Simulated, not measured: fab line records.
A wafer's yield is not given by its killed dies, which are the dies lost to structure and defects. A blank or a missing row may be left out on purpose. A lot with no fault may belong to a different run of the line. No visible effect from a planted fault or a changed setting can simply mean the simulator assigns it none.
Which of the tools did it? -- flow rit cmos -- 39 wafers from 13 lots sampled at 3 of the route's 202 steps

## WHAT THE GAUGES SHOWED, per wafer
RIT_PSD_OVL_MEAS_06.
lot,measured,on,PSD_OVL (nm)
L327,day 2 23:39,overlay-02,3.1 1.2 2.5
L332,day 4 00:50,overlay-02,- - -
L338,day 5 09:35,overlay-01,-1.1 -0.2 0.6
L341,day 6 04:29,overlay-01,-0.2 0.9 -1.0
L342,day 6 07:59,overlay-01,0.9 -0.4 -1.4
L343,day 6 16:31,overlay-02,-1.0 -0.6 -1.1
L344,day 6 19:40,overlay-01,-0.9 -1.0 -0.4
L345,day 7 06:10,overlay-02,2.5 2.9 0.7
L346,day 7 09:57,overlay-02,0.7 1.4 1.2
L347,day 7 11:42,overlay-02,-0.1 0.3 1.4
L348,day 7 16:53,overlay-01,-0.2 0.0 1.4
L349,day 7 21:29,overlay-01,0.7 0.2 0.6
L350,day 8 01:25,overlay-01,1.3 0.7 -0.9

RIT_PSD_TW_MEAS_10.
lot,measured,on,PSD_TW
L327,day 3 00:10,film metro-02,3443 3449 3435
L332,day 4 01:21,film metro-01,31 30 31
L338,day 5 10:06,film metro-04,3479 3496 3475
L341,day 6 05:00,film metro-02,3401 3432 3418
L342,day 6 08:30,film metro-01,3464 3482 3462
L343,day 6 17:02,film metro-01,3480 3485 3489
L344,day 6 20:11,film metro-01,3503 3482 3484
L345,day 7 06:40,film metro-01,3525 3504 3515
L346,day 7 10:37,film metro-02,3434 3442 3443
L347,day 7 12:14,film metro-04,3461 3465 3487
L348,day 7 17:23,film metro-04,3474 3462 3463
L349,day 7 22:01,film metro-04,3454 3461 3472
L350,day 8 02:05,film metro-02,3429 3413 3422

## WHAT TOOL EACH LOT RAN ON (gives the tool, then ch and the chambers of the sampled wafers, and finally the start)
lot,RIT_PSD_EXPOSE_03
L327,"iline stepper-01 ch 0, day 2 23:08"
L332,"iline stepper-01 ch 0, day 4 00:26"
L338,"iline stepper-01 ch 0, day 5 09:08"
L341,"iline stepper-01 ch 0, day 6 04:05"
L342,"iline stepper-01 ch 0, day 6 07:35"
L343,"iline stepper-02 ch 0, day 6 16:07"
L344,"iline stepper-02 ch 0, day 6 19:17"
L345,"iline stepper-01 ch 0, day 7 05:46"
L346,"iline stepper-02 ch 0, day 7 09:32"
L347,"iline stepper-01 ch 0, day 7 11:20"
L348,"iline stepper-01 ch 0, day 7 16:29"
L349,"iline stepper-02 ch 0, day 7 21:06"
L350,"iline stepper-01 ch 0, day 8 01:02"
- RIT_PSD_EXPOSE_03: exposes mask M10, target cd 40900 nm.

## WHAT THE TOOLS THEMSELVES READ (means of the sampled wafers that have a number; where no wafer has one, the mark that the record gives instead)
The record holds no such reading with a usual standard deviation.

## THE ANSWER, worked out from the rows above alone
Rule: usual is defined by the lots themselves. Put in order of their means at a reading, lots are off if they are a third of the lots or fewer, leave a main group of 4 or more, and stand apart from it by a gap of 3 or more times the standard deviation of the main group's means; of several such gaps the widest counts. A main group is skipped when, at the precision printed for the reading in the tables above, its means are all equal. Also off: a lot with no number at a reading for which 4 or more lots have one. Any other lot the step has rows for is counted as sound. First the gauges in route order, then the tools' own readings, where a lot's mean is used as printed above. At the first step where some lot is off, the reading lying furthest off is the one used; lots without a number count as furthest.
Off: at RIT_PSD_OVL_MEAS_06 (PSD_OVL), L332. Without a number there: L332. The main group has a mean of 0.4 nm with a standard deviation of 0.95.
A tool fits if, at a process step before that reading, it ran every lot that is off, and no sound lot after the first of them. The gauges at RIT_PSD_OVL_MEAS_06 aren't tried: what is off there is off at RIT_PSD_TW_MEAS_10 too, on other tools, and a gauge's error can't cause that. None of those tried fits.

## WHAT WAS PUT IN BY THE SIMULATOR
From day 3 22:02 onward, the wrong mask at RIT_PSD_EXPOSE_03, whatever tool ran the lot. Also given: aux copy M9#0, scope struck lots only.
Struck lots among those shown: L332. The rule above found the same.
